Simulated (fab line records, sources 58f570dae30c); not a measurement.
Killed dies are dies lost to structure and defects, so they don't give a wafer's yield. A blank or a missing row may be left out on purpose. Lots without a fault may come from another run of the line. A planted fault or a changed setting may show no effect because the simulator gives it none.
fab line records | flow berkeley_cmos170
record lots=5 wafers=23
route steps=331 shown M3@326
start_h: hours from the record's first day to the start of the lot's first wafer shown | wait_h: hours since the lot's step before | " the same as in the row above | L1.1+2: a row that stands for several wafers | - no value, or no start given | * or withheld: withheld | < > ~ a bound
route shown NAME@n: a module of which the file shows steps, and the number in the route of the first | usual: mean/standard deviation of fault-free wafers | same: alike in all rows | chamber/n: place in a boat | sites: the reading at each site | _std_site: their standard deviation | _edge_site: outer sites' mean less inner sites' | radius_mm: how far each site lies from the wafer's centre | mask NAME#n: copy n | behind: the tool/chamber that last shaped the wafer | hold: why the lot was held/for how many hours/how that ended | device: the transistor (n, p or np) that didn't switch | end of line: the same wafers' tests at the end of the route | a step without rows: its recipe alone | killed: dies lost to structure and defects at the first sort, not the wafer's yield | map: a wafer's dies, x killed, . not, _ none there
set.NAME: the setting as run; set.NAME@STEP: as run at that earlier step | model.NAME: the simulator's own value behind a step, which no gauge read
lots whose settings were changed on purpose; a table a step, a row a wafer
## steps
# step UCB170_M3_ETCH_17
# recipe chemistry=N2/H2 target_depth_a=withheld overetch_a=withheld target=BARC time_s=withheld source_w=500 bias_w=100 pressure_mtorr=30 n2_flow_sccm=100 h2_flow_sccm=200
# columns lot.wafer tool chamber start_h wait_h set.pressure_mtorr
L074.1+2+3+4+5 rie_diel-03 0,3,2,1,1 202.35 0.0 25.51
L078.1+2+3+5+6 rie_diel-01 1,3,2,1,2 217.51 0.0 26.68
L083.1+2+3+4+6 rie_diel-04 1,2,0,1,2 244.93 0.0 30
L085.1+3+5 rie_diel-01 0,2,0 245.24 0.0 30
L084.1+2+3+4+5 rie_diel-01 0,1,2,2,0 250.10 0.0 30
# step UCB170_M3_METAL_ETCH_18
# recipe chemistry=Cl2/BCl3 target=Al stop_on=SiO2 pressure_mtorr=12 target_depth_a=11700 over_etch_frac=0.3 time_s=195 icp_w=600 bias_w=120 Cl2_flow_sccm=90 bcl3_flow_sccm=45
# usual oes_product_au=0.843/0.017
# columns lot.wafer tool chamber start_h wait_h set.time_s@M3_SPUTTER_01 oes_product_au
L074.1 rie_metal-04 0 202.39 - 120 0.827
L074.2 " 1 " " 120 0.823
L074.3 " 0 " " 120 0.829
L074.4 " 1 " " 120 0.829
L074.5 " 0 " " 120 0.840
L078.1 rie_metal-04 0 217.55 - 120 0.824
L078.2 " 1 " " 112.4 0.787
L078.3 " 1 " " 120 0.832
L078.5 " 0 " " 112.4 0.795
L078.6 " 1 " " 112.4 0.805
L083.1 rie_metal-02 1 244.97 - 120 0.849
L083.2 " 0 " " 131 0.902
L083.3 " 1 " " 131 0.889
L083.4 " 0 " " 120 0.861
L083.6 " 1 " " 131 0.893
L085.1 rie_metal-04 0 245.28 - 120 0.828
L085.3 " 0 " " 120 0.827
L085.5 " 1 " " 120 0.827
L084.1 rie_metal-04 0 250.14 - 120 0.834
L084.2 " 1 " " 120 0.833
L084.3 " 1 " " 120 0.819
L084.4 " 0 " " 120 0.835
L084.5 " 0 " " 120 0.821
## key
split step=UCB170_M3_ETCH_17 setting=pressure_mtorr stated=30 by=lot
response none clear
split outside_this_file step=UCB170_M3_SPUTTER_01 setting=time_s
# split outside_this_file: this setting was split too, and the file shows its column; the key of that split is in another file
